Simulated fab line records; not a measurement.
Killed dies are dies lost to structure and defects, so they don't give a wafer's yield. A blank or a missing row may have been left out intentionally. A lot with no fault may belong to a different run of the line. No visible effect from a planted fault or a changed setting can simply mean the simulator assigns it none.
Which tool did it? / flow berkeleyCmos170 / route of 331 steps, sampled at 1 step: 12 lots, 36 wafers

## WHAT THE GAUGES READ, wafer by wafer
UCB170_START_THK_MEAS_03.
lot=L075; measured=day 1 20:47; on=filmMetro-03; START_OXIDE_THK (nm)=18.3 18.7 18.2
lot=L077; measured=day 2 04:07; on=filmMetro-01; START_OXIDE_THK (nm)=18.9 18.9 18.3
lot=L079; measured=day 2 14:17; on=filmMetro-03; START_OXIDE_THK (nm)=18.2 18.5 18.2
lot=L081; measured=day 3 03:20; on=filmMetro-03; START_OXIDE_THK (nm)=18.6 18.7 18.7
lot=L083; measured=day 3 12:35; on=filmMetro-02; START_OXIDE_THK (nm)=18.4 18.8 18.0
lot=L085; measured=day 3 21:11; on=filmMetro-01; START_OXIDE_THK (nm)=18.6 18.6 18.7
lot=L087; measured=day 4 08:49; on=filmMetro-03; START_OXIDE_THK (nm)=18.8 18.6 18.2
lot=L089; measured=day 4 17:14; on=filmMetro-02; START_OXIDE_THK (nm)=18.1 18.6 18.1
lot=L091; measured=day 5 02:37; on=filmMetro-01; START_OXIDE_THK (nm)=18.1 18.6 18.1
lot=L093; measured=day 5 11:25; on=filmMetro-02; START_OXIDE_THK (nm)=18.4 18.7 18.4
lot=L095; measured=day 6 00:16; on=filmMetro-03; START_OXIDE_THK (nm)=18.8 18.7 19.0
lot=L097; measured=day 6 09:19; on=filmMetro-01; START_OXIDE_THK (nm)=18.4 18.2 18.7

## WHICH TOOL RAN EACH LOT (tool, then ch and the chambers of the sampled wafers, then the start)
The record holds no process step before these readings.

## THE ANSWER, worked out from the rows above alone
Rule: usual is defined by the lots themselves. Put in order of their means at a reading, lots are off if they are a third of the lots or fewer, leave a main group of 4 or more, and stand apart from it by a gap of 3 or more times the standard deviation of the main group's means; of several such gaps the widest counts. A main group is skipped when, at the precision printed for the reading in the tables above, its means are all equal. A lot without any number at a reading at which 4 lots or more have one is off too. Where the step has rows for the other lots, those lots are counted as sound.
Across all readings shown, no lot is off: no conclusion can be drawn from this.

## WHAT WAS PUT IN BY THE SIMULATOR
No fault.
